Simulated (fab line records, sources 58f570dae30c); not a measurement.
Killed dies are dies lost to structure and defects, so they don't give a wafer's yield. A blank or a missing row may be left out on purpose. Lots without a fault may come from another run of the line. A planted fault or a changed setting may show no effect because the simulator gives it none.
Chamber matching | flow berkeley_cmos170 | UCB170_ACTIVE_ETCH_15 on rie_diel-02: 4 sister chambers
The step etches Si3N4 in CH3F/Ar/O2, stops on SiO2, target depth 242 nm, time 151 s. 14 wafers are shown with their chamber, then 7 later ones without.

WAFERS WITH THEIR CHAMBER
wafer  | chamber | drypump_motor_current_A (A) | throttle_valve_pct (%) | oes_product_au (a.u.)
L482.1 | 3       | 5.2                         | 7.98                   | 0.938
L482.3 | 1       | 5.3                         | 8.13                   | 0.935
L482.5 | 1       | 5.3                         | 8.12                   | 0.938
L480.1 | 3       | 5.2                         | 7.97                   | 0.936
L480.4 | 1       | 5.3                         | 8.14                   | 0.943
L480.6 | 2       | 6.3                         | 8.20                   | 0.944
L487.4 | 3       | 5.1                         | 7.97                   | 0.925
L487.5 | 0       | 5.4                         | 8.18                   | 0.909
L487.6 | 1       | 5.3                         | 8.14                   | 0.937
L490.4 | 0       | 5.4                         | 8.15                   | 0.915
L490.5 | 0       | 5.4                         | 8.17                   | 0.906
L490.6 | 3       | 5.2                         | 7.96                   | 0.941
L492.3 | 2       | 6.3                         | 8.20                   | 0.948
L492.5 | 1       | 5.3                         | 8.13                   | 0.940

SIGNATURES (means of the wafers above)
reading                 | chamber 0 | chamber 1 | chamber 2 | chamber 3 | scatter within a chamber
drypump_motor_current_A | 5.400     | 5.300     | 6.300     | 5.175     | 0.0274
throttle_valve_pct      | 8.1667    | 8.1320    | 8.2000    | 7.9700    | 0.00973
oes_product_au          | 0.91000   | 0.93860   | 0.94600   | 0.93500   | 0.00483
Rule: a wafer's distance from a chamber is the root of the sum, over the readings, of the square of ((its reading less the chamber's mean) divided by the reading's scatter). The wafer belongs to the nearest chamber; if the next one is less than 2 further off, it can't be placed. The scatter: the root of (the sum of the squares of (reading less its chamber's mean) over the shown wafers, divided by (wafers less chambers)).

WAFERS WITHOUT THEIR CHAMBER
wafer  | drypump_motor_current_A (A) | throttle_valve_pct (%) | oes_product_au (a.u.)
L492.6 | 6.3                         | 8.20                   | 0.950
L493.2 | 5.2                         | 7.96                   | 0.929
L493.5 | 5.2                         | 7.96                   | 0.944
L493.6 | 6.3                         | 8.20                   | 0.954
L500.1 | 5.5                         | 8.18                   | 0.901
L500.2 | 5.3                         | 8.14                   | 0.932
L500.6 | 6.3                         | 8.21                   | 0.938

WHICH CHAMBER EACH WENT THROUGH
wafer  | from the rows above | in truth
L492.6 | 2                   | 2
L493.2 | 3                   | 3
L493.5 | 3                   | 3
L493.6 | 2                   | 2
L500.1 | 0                   | 0
L500.2 | 1                   | 1
L500.6 | 2                   | 2
Placed correctly: 7 of 7. Can't be placed from these rows: 0. Placed wrongly: 0.
